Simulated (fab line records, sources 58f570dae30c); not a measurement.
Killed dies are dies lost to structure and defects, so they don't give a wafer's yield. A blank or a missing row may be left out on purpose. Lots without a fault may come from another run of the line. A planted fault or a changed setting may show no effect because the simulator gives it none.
Chamber matching | flow berkeley_cmos170 | UCB170_PSD_CLEAN_11 on wet_bench-01: 3 sister chambers
The step cleans in SPM, time 600 s. 14 wafers are shown with their chamber, then 7 later ones without.

WAFERS WITH THEIR CHAMBER
wafer  | chamber | temp_c (C)
L076.1 | 0       | 119.70
L076.3 | 0       | 120.02
L076.6 | 0       | 119.83
L077.2 | 0       | 120.16
L077.3 | 0       | 119.91
L077.4 | 0       | 120.12
L080.2 | 3       | 119.92
L080.5 | 3       | 120.13
L080.6 | 3       | 120.27
L081.1 | 1       | 119.98
L081.3 | 1       | 120.09
L081.6 | 1       | 120.10
L082.2 | 1       | 119.94
L082.3 | 1       | 119.90

SIGNATURES (means of the wafers above)
reading | chamber 0 | chamber 1 | chamber 3 | scatter within a chamber
temp_c  | 119.9567  | 120.0020  | 120.1067  | 0.151
Rule: a wafer's distance from a chamber is the root of the sum, over the readings, of the square of ((its reading less the chamber's mean) divided by the reading's scatter). The wafer belongs to the nearest chamber; if the next one is less than 2 further off, it can't be placed. The scatter: the root of (the sum of the squares of (reading less its chamber's mean) over the shown wafers, divided by (wafers less chambers)).

WAFERS WITHOUT THEIR CHAMBER
wafer  | temp_c (C)
L082.6 | 120.24
L083.3 | 119.84
L083.5 | 119.87
L083.6 | 119.86
L087.2 | 119.95
L087.5 | 120.00
L087.6 | 119.96

WHICH CHAMBER EACH WENT THROUGH
wafer  | from the rows above          | in truth
L082.6 | can't be placed: 3 or 1 or 0 | 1
L083.3 | can't be placed: 0 or 1 or 3 | 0
L083.5 | can't be placed: 0 or 1 or 3 | 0
L083.6 | can't be placed: 0 or 1 or 3 | 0
L087.2 | can't be placed: 0 or 1 or 3 | 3
L087.5 | can't be placed: 1 or 0 or 3 | 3
L087.6 | can't be placed: 0 or 1 or 3 | 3
Placed correctly: 0 of 7. Can't be placed from these rows: 7 (the true chamber is among the candidates in 7). Placed wrongly: 0.
